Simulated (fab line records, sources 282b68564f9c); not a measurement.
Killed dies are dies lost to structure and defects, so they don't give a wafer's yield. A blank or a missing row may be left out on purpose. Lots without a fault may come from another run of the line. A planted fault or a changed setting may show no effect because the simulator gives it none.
Which tool did it? | flow rit_cmos | 15 lots, 45 wafers sampled, at 3 steps of a route of 202

WHAT THE GAUGES READ, wafer by wafer
RIT_SILICIDE_RS_MEAS_02: measures by four-point-probe. Usual: SILICIDE_TI_RS 48.8 ohm/sq, standard deviation 0.91.
lot  | measured    | on            | SILICIDE_TI_RS (ohm/sq) | flag
L569 | day 3 04:58 | film_metro-04 | 48.6 47.5 48.4          |
L570 | day 3 11:17 | film_metro-02 | 47.4 48.4 48.2          |
L571 | day 3 14:53 | film_metro-03 | 49.8 49.9 49.7          |
L573 | day 4 04:13 | film_metro-02 | 49.4 48.4 48.3          |
L575 | day 4 14:37 | film_metro-04 | 49.0 48.6 48.6          |
L577 | day 5 00:04 | film_metro-02 | 48.8 48.2 47.8          |
L578 | day 5 05:22 | film_metro-03 | 20.5 20.0 20.0          | OFF
L579 | day 5 09:32 | film_metro-04 | 48.9 48.6 49.4          |
L580 | day 5 12:40 | film_metro-02 | 20.9 20.3 20.7          | OFF
L581 | day 5 16:34 | film_metro-02 | 48.7 49.0 49.8          |
L582 | day 5 20:43 | film_metro-02 | 50.1 50.1 49.4          |
L583 | day 6 05:28 | film_metro-03 | 21.1 20.9 20.9          | OFF
L589 | day 7 07:52 | film_metro-03 | 48.4 49.1 48.2          |
L590 | day 7 14:11 | film_metro-04 | 49.4 49.2 49.1          |
L592 | day 7 23:43 | film_metro-03 | 50.0 49.1 49.7          |

RIT_SILICIDE_THK_MEAS_03: measures by xrf. Usual: SILICIDE_TI_THK 29.7 nm, standard deviation 0.45.
lot  | measured    | on            | SILICIDE_TI_THK (nm) | flag
L569 | day 3 05:05 | film_metro-04 | 29.8 30.4 29.9       |
L570 | day 3 11:25 | film_metro-02 | 30.2 29.8 29.8       |
L571 | day 3 15:00 | film_metro-03 | 29.1 28.9 29.2       |
L573 | day 4 04:20 | film_metro-02 | 29.2 29.5 29.5       |
L575 | day 4 14:44 | film_metro-04 | 29.4 29.6 29.8       |
L577 | day 5 00:11 | film_metro-02 | 29.7 29.8 29.9       |
L578 | day 5 05:28 | film_metro-03 | 60.2 61.6 61.4       | OFF
L579 | day 5 09:40 | film_metro-04 | 29.4 29.8 29.4       |
L580 | day 5 12:47 | film_metro-02 | 58.8 60.2 59.4       | OFF
L581 | day 5 16:41 | film_metro-02 | 29.5 29.3 29.0       |
L582 | day 5 20:50 | film_metro-02 | 28.9 28.9 29.2       |
L583 | day 6 05:34 | film_metro-03 | 58.8 59.3 59.2       | OFF
L589 | day 7 07:59 | film_metro-03 | 29.9 29.7 30.0       |
L590 | day 7 14:18 | film_metro-04 | 29.4 29.6 29.6       |
L592 | day 7 23:50 | film_metro-03 | 29.0 29.5 29.2       |

WHICH TOOL RAN EACH LOT (tool, then ch and the chambers of the sampled wafers, then the start)
lot  | RIT_SILICIDE_SPUTTER_01
L569 | pvd_sputter-02, day 3 04:49
L570 | pvd_sputter-02, day 3 11:08
L571 | pvd_sputter-01, day 3 14:43
L573 | pvd_sputter-01, day 4 04:04
L575 | pvd_sputter-01, day 4 14:28
L577 | pvd_sputter-01, day 4 23:55
L578 | pvd_sputter-02, day 5 04:51
L579 | pvd_sputter-01, day 5 09:23
L580 | pvd_sputter-02, day 5 12:12
L581 | pvd_sputter-01, day 5 16:24
L582 | pvd_sputter-03, day 5 20:34
L583 | pvd_sputter-01, day 6 04:58
L589 | pvd_sputter-01, day 7 07:43
L590 | pvd_sputter-01, day 7 14:02
L592 | pvd_sputter-01, day 7 23:33
- RIT_SILICIDE_SPUTTER_01: material Ti, target thk 30 nm, time 240 s.

WHAT THE TOOLS THEMSELVES READ (means of the sampled wafers that have a number; where no wafer has one, the mark that the record gives instead)
RIT_SILICIDE_SPUTTER_01. Usual: substrate_temp_c 24.99 C, standard deviation 0.11; throttle_valve_pct 30.3 %, standard deviation 2.
lot  | tool           | substrate_temp_c (C) | throttle_valve_pct (%) | flag
L569 | pvd_sputter-02 | 25.08                | 28.7                   |
L570 | pvd_sputter-02 | 25.00                | 28.4                   |
L571 | pvd_sputter-01 | 25.02                | 30.7                   |
L573 | pvd_sputter-01 | 24.96                | 33.3                   |
L575 | pvd_sputter-01 | 24.91                | 32.4                   |
L577 | pvd_sputter-01 | 25.01                | 29.9                   |
L578 | pvd_sputter-02 | 24.99                | 28.1                   |
L579 | pvd_sputter-01 | 25.03                | 30.6                   |
L580 | pvd_sputter-02 | 24.99                | 28.3                   |
L581 | pvd_sputter-01 | 24.99                | 31.5                   |
L582 | pvd_sputter-03 | 25.00                | 31.2                   |
L583 | pvd_sputter-01 | 24.91                | 31.3                   |
L589 | pvd_sputter-01 | 25.11                | 30.1                   |
L590 | pvd_sputter-01 | 24.99                | 31.4                   |
L592 | pvd_sputter-01 | 24.96                | 32.5                   |

THE ANSWER, worked out from the rows above alone
Rule: a lot is off if the mean of its wafers that have a number lies more than 3 standard deviations from the usual mean. A lot without any number at a reading at which 4 lots or more have one is off too. The other lots that the step has rows for count as sound. The gauges are gone through in route order, then the tools' own readings, and for those a lot's mean is taken as printed above. The first step at which some lot is off is used, and at that step the reading that is off furthest; a lot without a number counts as furthest.
Off: L578, L580, L583, at RIT_SILICIDE_RS_MEAS_02 (SILICIDE_TI_RS).
A tool fits if, at a process step before that reading, it ran every lot that is off, and no sound lot after the first of them. The gauges at RIT_SILICIDE_RS_MEAS_02 are tried like those tools. None of those tried fits.

WHAT THE SIMULATOR HAD PUT IN
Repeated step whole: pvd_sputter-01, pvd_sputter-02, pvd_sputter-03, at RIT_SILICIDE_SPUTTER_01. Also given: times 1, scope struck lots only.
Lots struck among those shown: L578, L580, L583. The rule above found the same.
